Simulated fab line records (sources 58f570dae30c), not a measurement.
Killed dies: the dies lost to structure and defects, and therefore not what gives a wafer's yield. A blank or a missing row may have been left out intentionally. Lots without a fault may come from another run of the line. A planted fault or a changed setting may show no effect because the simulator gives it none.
A struck lot beside a sound one / flow berkeley cmos170 / 14 steps out of a route of 331
Sound: these wafers, L150.1, L150.4, L150.6. Struck: wafers L147.3, L147.4, L147.6. The cause is named last.
Order at every step that has rows: each side's tool, ch and its chambers, its first start. Under that, the readings that differ: sound wafers / struck wafers / difference of the means / sigmas: that difference in standard deviations of wafers without a fault.
alike: same words and numbers on both sides, and readings whose means sit less than 2 such deviations apart. not compared: any withheld reading, any reading some wafer has no value for, any bound like >300 that may hide the same value, and any number with overlapping values for which the record gives no deviation.
A row with sigmas, a row that says differs or no value, or rows on one side alone: a step with any of these is where the two part. When numbers do not overlap yet have no deviation, they are printed without sigmas and do not part them. Lack of a reading on every wafer of one side parts them only where that side has two or more wafers.

first, 1 step without rows for these wafers: UCB170_NSD_DEVELOP_05 (develop time 45 s).
UCB170_NSD_CD_MEAS_06 targets a cd of 1200 nm.
  sound on cd sem-02 at day 8 20:58; struck on cd sem-02 at day 8 15:47
  alike: cd nm
UCB170_NSD_OVL_MEAS_07:
  sound on overlay-01 at day 8 21:05; struck on overlay-01 at day 8 15:53
  alike: NSD_OVL
after that, 1 step had no rows for these wafers: UCB170_NSD_IMPLANT_08.
UCB170_NSD_STRIP_09: strips in O2.
  sound on plasma asher-03 ch 1, day 8 21:17; struck on plasma asher-03 ch 0,1, day 8 16:05
  alike: drypump motor current A, oes product au, strip time to endpoint s
  not compared: rf hours counter h
UCB170_NSD_TW_MEAS_10:
  sound on film metro-04 at day 8 21:23; struck on film metro-02 at day 8 16:11
  alike: NSD_TW
then, 4 steps without rows for these wafers: UCB170_NSD_CLEAN_11 (cleans in SPM, time 600 s); UCB170_BACKSIDE_HMDS_00 (prime time 60 s); UCB170_BACKSIDE_COAT_01 (resist thk 900 nm); UCB170_BACKSIDE_SOFTBAKE_02 (time 60 s).
UCB170_BACKSIDE_STRIP_03: strips in O2.
  sound on plasma asher-02 ch 0,1, day 8 23:07; struck on plasma asher-04 ch 0,1, day 8 17:13
  alike: drypump motor current A, oes product au, strip time to endpoint s
  not compared: rf hours counter h
then, 1 step without rows for these wafers: UCB170_BACKSIDE_CLEAN_04 (cleans in SPM, time 600 s).
UCB170_SDANNEAL_RTA_00: time 10 s.
  struck on rtp anneal-01, day 8 17:29; sound on rtp anneal-01 ch 0, day 8 23:23
  no value came back on the struck wafers for anneal temp c max, chamber o2 ppm, lamp power pct (%), wafer_temp_C_max; on the sound wafers anneal temp c max reads 903.2 904.0 905.4
UCB170_SDANNEAL_RTA_01: time 5 s.
  sound on rtp anneal-01 ch 0, day 8 23:27; struck on rtp anneal-01 ch 0, day 8 17:32
  alike: anneal temp c max, chamber o2 ppm, lamp power pct, wafer_temp_C_max

== WHERE THEY PART ==
UCB170_SDANNEAL_RTA_00 only, going by this record. Later steps at which nothing parts them and some readings are alike: UCB170_SDANNEAL_RTA_01.

WHY: what the simulator had put in
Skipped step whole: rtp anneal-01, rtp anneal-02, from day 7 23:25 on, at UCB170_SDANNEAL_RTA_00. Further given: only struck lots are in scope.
